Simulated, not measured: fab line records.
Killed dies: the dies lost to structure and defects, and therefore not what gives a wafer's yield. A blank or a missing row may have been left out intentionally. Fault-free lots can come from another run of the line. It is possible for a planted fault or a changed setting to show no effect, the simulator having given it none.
Which tool was responsible? :: flow rit_cmos :: 12 lots, 36 wafers sampled, at 3 steps of a route of 202

WHAT EACH GAUGE READ, for each wafer
RIT_NWELL_TW_MEAS_10.
lot: L141
measured: day 2 05:44
on: film_metro-02
NWELL_TW: 2139 2134 2134

lot: L142
measured: day 2 07:29
on: film_metro-02
NWELL_TW: 2132 2143 2144

lot: L149
measured: day 3 15:09
on: film_metro-04
NWELL_TW: 2113 2118 2126

lot: L151
measured: day 4 00:07
on: film_metro-04
NWELL_TW: 2119 2132 2127

lot: L153
measured: day 4 10:40
on: film_metro-03
NWELL_TW: 2163 2168 2166

lot: L154
measured: day 4 15:48
on: film_metro-02
NWELL_TW: 2132 2141 2150

lot: L156
measured: day 5 01:28
on: film_metro-03
NWELL_TW: 2135 2141 2154

lot: L160
measured: day 5 22:51
on: film_metro-04
NWELL_TW: 2112 2108 2106

lot: L161
measured: day 6 03:49
on: film_metro-04
NWELL_TW: 2132 2133 2129

lot: L162
measured: day 6 11:31
on: film_metro-02
NWELL_TW: 2166 2160 2146

lot: L163
measured: day 6 18:55
on: film_metro-04
NWELL_TW: 2128 2116 2124

lot: L164
measured: day 7 00:13
on: film_metro-03
NWELL_TW: 2152 2151 2165

RIT_M1_OVL_MEAS_10.
lot: L141
measured: day 3 17:17
on: overlay-02
M1_OVL (nm): -3.5 -1.2 -2.1

lot: L142
measured: day 3 19:28
on: overlay-01
M1_OVL (nm): -0.4 -0.4 0.1

lot: L149
measured: day 5 01:31
on: overlay-01
M1_OVL (nm): 0.6 0.8 0.8

lot: L151
measured: day 5 10:14
on: overlay-01
M1_OVL (nm): -1.9 -1.3 -1.9

lot: L153
measured: day 5 20:39
on: overlay-02
M1_OVL (nm): -1.7 -1.6 1.4

lot: L154
measured: day 6 04:41
on: overlay-02
M1_OVL (nm): -0.8 -3.1 -1.9

lot: L156
measured: day 6 13:07
on: overlay-01
M1_OVL (nm): -0.9 -0.4 0.3

lot: L160
measured: day 7 17:12
on: overlay-01
M1_OVL (nm): -0.7 -3.0 -0.7

lot: L161
measured: day 7 20:29
on: overlay-01
M1_OVL (nm): -0.5 -0.9 0.4

lot: L162
measured: day 8 03:25
on: overlay-02
M1_OVL (nm): -0.6 0.4 -1.3

lot: L163
measured: day 8 12:41
on: overlay-01
M1_OVL (nm): 0.5 -0.4 0.0

lot: L164
measured: day 8 14:15
on: overlay-02
M1_OVL (nm): -0.7 -1.3 -2.4

TOOL THAT RAN EACH LOT (tool first, then ch and the chambers of the sampled wafers, then the start)
lot: L141
RIT_NLDD_HARDBAKE_07: litho_track-04 ch 0, day 3 04:11

lot: L142
RIT_NLDD_HARDBAKE_07: litho_track-02 ch 0, day 3 04:41

lot: L149
RIT_NLDD_HARDBAKE_07: litho_track-02 ch 0, day 4 10:55

lot: L151
RIT_NLDD_HARDBAKE_07: litho_track-02 ch 0, day 4 21:17

lot: L153
RIT_NLDD_HARDBAKE_07: litho_track-04 ch 0, day 5 07:49

lot: L154
RIT_NLDD_HARDBAKE_07: litho_track-04 ch 0, day 5 15:04

lot: L156
RIT_NLDD_HARDBAKE_07: litho_track-03 ch 0, day 6 00:34

lot: L160
RIT_NLDD_HARDBAKE_07: litho_track-04 ch 0, day 7 03:51

lot: L161
RIT_NLDD_HARDBAKE_07: litho_track-02 ch 0, day 7 07:50

lot: L162
RIT_NLDD_HARDBAKE_07: litho_track-04 ch 0, day 7 14:45

lot: L163
RIT_NLDD_HARDBAKE_07: litho_track-03 ch 0, day 7 22:38

lot: L164
RIT_NLDD_HARDBAKE_07: litho_track-04 ch 0, day 8 01:33
- RIT_NLDD_HARDBAKE_07: time 60 s.

AS READ BY THE TOOLS THEMSELVES (means over the sampled wafers that have a number; for cases with no such wafer, the mark the record gives instead)
RIT_NLDD_HARDBAKE_07.
lot: L141
tool: litho_track-04
heater_power_total_W (W): 62.56
plate_temp_C (C): 140.04

lot: L142
tool: litho_track-02
heater_power_total_W (W): 62.49
plate_temp_C (C): 139.73

lot: L149
tool: litho_track-02
heater_power_total_W (W): 65.93
plate_temp_C (C): 145.68

lot: L151
tool: litho_track-02
heater_power_total_W (W): 65.93
plate_temp_C (C): 145.94

lot: L153
tool: litho_track-04
heater_power_total_W (W): 62.58
plate_temp_C (C): 140.12

lot: L154
tool: litho_track-04
heater_power_total_W (W): 62.59
plate_temp_C (C): 140.03

lot: L156
tool: litho_track-03
heater_power_total_W (W): 62.53
plate_temp_C (C): 140.28

lot: L160
tool: litho_track-04
heater_power_total_W (W): 62.53
plate_temp_C (C): 139.97

lot: L161
tool: litho_track-02
heater_power_total_W (W): 62.48
plate_temp_C (C): 139.86

lot: L162
tool: litho_track-04
heater_power_total_W (W): 62.52
plate_temp_C (C): 139.96

lot: L163
tool: litho_track-03
heater_power_total_W (W): 62.57
plate_temp_C (C): 139.93

lot: L164
tool: litho_track-04
heater_power_total_W (W): 62.53
plate_temp_C (C): 140.01

THE ANSWER, worked out from the rows above alone
Rule: the lots themselves supply what counts as usual. The widest of any qualifying gaps counts: lots, ordered by their means at a reading, are off when they make up no more than a third of the lots, leave a main group of 4 or more, and stand apart from it by 3 or more times the standard deviation of that group's means. If all means in a main group match to the digits the tables above print for the reading, that group is not used. Also off: a lot with no number at a reading for which 4 or more lots have one. Any other lot the step has rows for is counted as sound. The gauges are gone through in route order, then the tools' own readings, and for those a lot's mean is taken as printed above. The first step at which some lot is off is used, and at that step the reading that is off furthest; a lot without a number counts as furthest.
Off at RIT_NLDD_HARDBAKE_07 (heater_power_total_W): L149, L151. Mean 62.54 W and standard deviation 0.035 in the main group.
If a tool, at that step or one of the process steps before it, ran each lot that is off and ran no sound lot following the first of them, it fits. Of those tried, none fits.

WHAT WAS PUT IN BY THE SIMULATOR
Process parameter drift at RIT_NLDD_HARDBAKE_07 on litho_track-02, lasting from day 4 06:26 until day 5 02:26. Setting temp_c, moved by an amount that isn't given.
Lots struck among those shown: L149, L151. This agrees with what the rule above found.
